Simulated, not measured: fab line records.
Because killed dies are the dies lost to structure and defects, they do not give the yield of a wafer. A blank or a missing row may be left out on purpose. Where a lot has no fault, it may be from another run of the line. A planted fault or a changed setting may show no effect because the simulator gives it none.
The tool behind it: which one? ; flow berkeley cmos170 ; 14 lots, 42 wafers sampled, at 7 steps of a route of 331

## WHAT THE GAUGES READ, wafer by wafer
UCB170_PSD_TW_MEAS_10.
lot;measured;on;PSD_TW
L159;day 8 02:23;film metro-04;2339 2336 2347
L161;day 8 08:47;film metro-04;2351 2355 2353
L164;day 8 18:35;film metro-04;2339 2341 2365
L163;day 8 18:23;film metro-01;2311 2322 2313
L162;day 8 17:52;film metro-02;2325 2334 2326
L167;day 9 21:26;film metro-04;2360 2352 2354
L166;day 9 21:38;film metro-04;2350 2350 2363
L172;day 10 11:02;film metro-04;2365 2357 2365
L171;day 10 11:58;film metro-04;2365 2369 2347
L170;day 10 11:52;film metro-02;2313 2316 2307
L168;day 10 12:09;film metro-04;2352 2343 2350
L177;day 11 17:22;film metro-01;2114 2111 2116
L179;day 11 17:59;film metro-02;2121 2112 2116
L181;day 12 08:34;film metro-01;2317 2318 2315

UCB170_SDANNEAL_RS_MEAS_02: the measuring method here is four-point-probe.
lot;measured;on;PSD_RS (ohm/sq)
L159;day 8 05:49;film metro-01;76.3 76.1 75.9
L161;day 8 13:57;film metro-01;75.4 75.5 75.1
L164;day 8 22:07;film metro-04;75.1 75.3 75.0
L163;day 8 21:42;film metro-02;75.7 75.7 75.7
L162;day 8 21:13;film metro-01;75.5 75.3 75.5
L167;day 10 01:44;film metro-01;75.5 75.2 75.2
L166;day 10 01:58;film metro-04;75.0 74.9 75.2
L172;day 10 14:36;film metro-02;75.7 75.7 75.6
L171;day 10 15:38;film metro-04;75.5 75.6 75.4
L170;day 10 15:28;film metro-02;75.8 75.6 75.6
L168;day 10 15:57;film metro-01;75.5 76.1 75.7
L177;day 11 21:41;film metro-04;92.6 92.9 92.6
L179;day 11 22:25;film metro-04;93.5 93.8 93.6
L181;day 12 12:05;film metro-04;75.7 75.9 75.8

UCB170_M1_THK_MEAS_02: measures by xrf.
lot;measured;on;M1_AL_THK (nm)
L159;day 8 13:46;film metro-02;581 577 590
L161;day 8 20:29;film metro-04;595 608 597
L164;day 9 05:21;film metro-01;592 598 598
L163;day 9 05:27;film metro-02;592 596 603
L162;day 9 04:33;film metro-02;591 589 598
L167;day 10 12:08;film metro-01;596 584 583
L166;day 10 12:39;film metro-01;608 615 601
L172;day 10 20:09;film metro-02;597 596 604
L171;day 10 22:19;film metro-04;590 605 588
L170;day 10 22:21;film metro-01;598 604 603
L168;day 10 22:37;film metro-02;605 592 608
L177;day 12 04:59;film metro-02;590 585 587
L179;day 12 05:25;film metro-01;595 589 587
L181;day 12 20:01;film metro-01;604 592 590

## WHICH TOOL RAN EACH LOT (tool, then ch and the chambers of the sampled wafers, then the start)
lot;UCB170_GATE_ETCH_14;UCB170_PSD_IMPLANT_08;UCB170_PSD_STRIP_09;UCB170_SDANNEAL_RTA_00
L159;rie diel-03 ch 2,3, day 7 11:47;implanter-02 ch 0, day 8 02:11;plasma asher-02 ch 0,1, day 8 02:17;rtp anneal-01 ch 0, day 8 05:40
L161;rie diel-02 ch 0,2,3, day 7 20:13;implanter-02 ch 0, day 8 08:33;plasma asher-01 ch 0,1, day 8 08:41;rtp anneal-02 ch 0, day 8 13:47
L164;rie diel-04 ch 0,1,3, day 8 05:07;implanter-04 ch 0, day 8 18:20;plasma asher-02 ch 0,1, day 8 18:29;rtp anneal-01 ch 0, day 8 21:59
L163;rie diel-03 ch 0,3, day 8 05:19;implanter-01 ch 0, day 8 18:10;plasma asher-01 ch 0,1, day 8 18:19;rtp anneal-01 ch 0, day 8 21:34
L162;rie diel-02 ch 0,2, day 8 05:24;implanter-04 ch 0, day 8 17:37;plasma asher-01 ch 0,1, day 8 17:46;rtp anneal-01 ch 0, day 8 21:05
L167;rie diel-04 ch 0,2,3, day 9 08:40;implanter-01 ch 0, day 9 21:13;plasma asher-04 ch 0,1, day 9 21:20;rtp anneal-02 ch 0, day 10 01:36
L166;rie diel-02 ch 0,1,3, day 9 08:45;implanter-02 ch 0, day 9 21:25;plasma asher-01 ch 0,1, day 9 21:34;rtp anneal-01 ch 0, day 10 01:49
L172;rie diel-02 ch 0,1,2, day 9 23:06;implanter-01 ch 0, day 10 10:47;plasma asher-04 ch 0,1, day 10 10:56;rtp anneal-02 ch 0, day 10 14:29
L171;rie diel-03 ch 1,2,3, day 9 23:23;implanter-01 ch 0, day 10 11:46;plasma asher-01 ch 0,1, day 10 11:52;rtp anneal-01 ch 0, day 10 15:28
L170;rie diel-02 ch 0,2, day 9 23:33;implanter-02 ch 0, day 10 11:37;plasma asher-04 ch 0,1, day 10 11:46;rtp anneal-02 ch 0, day 10 15:20
L168;rie diel-04 ch 0,1,3, day 9 23:38;implanter-02 ch 0, day 10 11:55;plasma asher-04 ch 0,1, day 10 12:02;rtp anneal-01 ch 0, day 10 15:49
L177;rie diel-03 ch 1,2,3, day 11 04:32;implanter-02 ch 0, day 11 17:07;plasma asher-02 ch 0, day 11 17:16;rtp anneal-01 ch 0, day 11 21:34
L179;rie diel-04 ch 0,1,2, day 11 05:17;implanter-02 ch 0, day 11 17:45;plasma asher-04 ch 0, day 11 17:52;rtp anneal-01 ch 0, day 11 22:17
L181;rie diel-04 ch 0,1,2, day 11 19:10;implanter-01 ch 0, day 12 08:19;plasma asher-01 ch 0,1, day 12 08:28;rtp anneal-02 ch 0, day 12 11:58
- UCB170_GATE_ETCH_14: etches BARC in N2/H2.
- UCB170_PSD_IMPLANT_08
- UCB170_PSD_STRIP_09: strips in O2.
- UCB170_SDANNEAL_RTA_00: time 10 s.

## WHAT THE TOOLS THEMSELVES READ (means of the sampled wafers that have a number; where no wafer has one, the mark that the record gives instead)
UCB170_GATE_ETCH_14.
lot;tool;chamber pressure mTorr (mTorr);drypump motor current A (A);oes product au (a.u.);throttle valve pct (%)
L159;rie diel-03;30.001;5.3;0.994;13.29
L161;rie diel-02;29.992;5.7;0.972;13.35
L164;rie diel-04;30.021;5.3;1.011;13.28
L163;rie diel-03;29.991;5.3;0.989;13.35
L162;rie diel-02;30.027;5.7;0.998;13.23
L167;rie diel-04;30.005;5.5;0.993;13.27
L166;rie diel-02;29.999;5.9;0.977;13.29
L172;rie diel-02;29.998;5.6;0.988;13.31
L171;rie diel-03;30.005;5.5;1.003;13.36
L170;rie diel-02;29.990;5.5;0.988;13.38
L168;rie diel-04;30.007;5.3;1.008;13.28
L177;rie diel-03;29.990;5.5;1.001;13.38
L179;rie diel-04;30.023;5.6;0.999;13.25
L181;rie diel-04;30.019;5.6;1.006;13.25

UCB170_PSD_IMPLANT_08.
lot;tool;beam energy keV;dose ions cm2;end station pressure torr (Torr);faraday current uA
L159;implanter-02;20.005;3e+15;1.16e-05;9296
L161;implanter-02;19.999;3e+15;1.30e-05;9131
L164;implanter-04;19.997;3e+15;1.33e-05;9359
L163;implanter-01;19.999;3e+15;1.22e-05;9262
L162;implanter-04;20.001;3e+15;1.15e-05;9337
L167;implanter-01;20.005;3e+15;1.27e-05;9403
L166;implanter-02;19.986;3e+15;1.27e-05;9168
L172;implanter-01;19.993;3e+15;1.28e-05;9134
L171;implanter-01;20.004;3e+15;1.29e-05;9100
L170;implanter-02;19.999;3e+15;1.20e-05;9358
L168;implanter-02;19.998;3e+15;1.25e-05;9229
L177;implanter-02;19.998;2e+15;1.11e-05;7003
L179;implanter-02;20.002;2e+15;1.04e-05;6883
L181;implanter-01;20.002;3e+15;1.25e-05;9224

UCB170_PSD_STRIP_09.
lot;tool;chamber pressure mTorr (mTorr);drypump motor current A (A);o2 flow sccm (sccm);oes product au (a.u.);strip time to endpoint s (s)
L159;plasma asher-02;3501;6.1;399.0;0.606;29.28
L161;plasma asher-01;3501;6.0;400.5;0.601;29.49
L164;plasma asher-02;3498;6.1;400.5;0.605;29.34
L163;plasma asher-01;3501;5.7;399.4;0.598;29.40
L162;plasma asher-01;3502;5.9;402.6;0.602;29.43
L167;plasma asher-04;3500;6.1;399.7;0.605;29.45
L166;plasma asher-01;3501;5.9;400.9;0.603;29.41
L172;plasma asher-04;3499;6.1;398.9;0.600;29.38
L171;plasma asher-01;3500;5.7;399.6;0.602;29.40
L170;plasma asher-04;3500;5.9;400.9;0.601;29.39
L168;plasma asher-04;3501;6.1;399.2;0.599;29.36
L177;plasma asher-02;3501;6.4;401.8;0.638;26.53
L179;plasma asher-04;3499;5.7;399.7;0.643;26.20
L181;plasma asher-01;3502;5.7;399.8;0.603;29.42

UCB170_SDANNEAL_RTA_00.
lot;tool;lamp power pct (%);wafer_temp_C_max
L159;rtp anneal-01;28.36;907.0
L161;rtp anneal-02;28.92;905.0
L164;rtp anneal-01;28.35;906.2
L163;rtp anneal-01;28.36;907.2
L162;rtp anneal-01;28.36;906.5
L167;rtp anneal-02;28.95;904.4
L166;rtp anneal-01;28.37;905.6
L172;rtp anneal-02;28.91;902.9
L171;rtp anneal-01;28.36;907.1
L170;rtp anneal-02;28.94;903.4
L168;rtp anneal-01;28.34;906.4
L177;rtp anneal-01;28.37;906.0
L179;rtp anneal-01;28.35;907.1
L181;rtp anneal-02;28.94;904.3

## THE ANSWER, worked out from the rows above alone
Rule: the lots themselves supply what counts as usual. Put in order of their means at a reading, lots are off if they are a third of the lots or fewer, leave a main group of 4 or more, and stand apart from it by a gap of 3 or more times the standard deviation of the main group's means; of several such gaps the widest counts. Not used: any main group whose means are identical at the precision the tables above print for the reading. A lot without any number at a reading at which 4 lots or more have one is off too. Any other lot the step has rows for is counted as sound. The gauges are gone through in route order, then the tools' own readings, and for those a lot's mean is taken as printed above. At the first step where some lot is off, the reading lying furthest off is the one used; lots without a number count as furthest.
Off: L177, L179, at UCB170_PSD_TW_MEAS_10 (PSD_TW). Mean 2341 and standard deviation 18 in the main group.
A tool fits if, at a process step before that reading, it ran every lot that is off, and no sound lot after the first of them. The gauges at UCB170_PSD_TW_MEAS_10 aren't tried: what is off there is off at UCB170_SDANNEAL_RS_MEAS_02 too, on other tools, and a gauge's error can't cause that. One fits: UCB170_PSD_IMPLANT_08 on implanter-02. A fault onset in the window from L168 (day 10 11:55, its last sound lot) to L177 (day 11 17:07, its first lot off) fits.
The tool's own readings at UCB170_PSD_IMPLANT_08 bear it out: on the lots that are off they differ by more than 5 times the standard deviation of the sound lots' means. dose ions cm2 reads 2e+15 there against 3e+15 on the sound lots; faraday current uA reads 6943 there against 9250 on the sound lots.

## WHAT THE SIMULATOR HAD PUT IN
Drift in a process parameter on implanter-02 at UCB170_PSD_IMPLANT_08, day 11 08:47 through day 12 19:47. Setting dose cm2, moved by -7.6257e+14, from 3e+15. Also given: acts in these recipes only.
Struck lots among those shown: L177, L179. This agrees with what the rule above found.
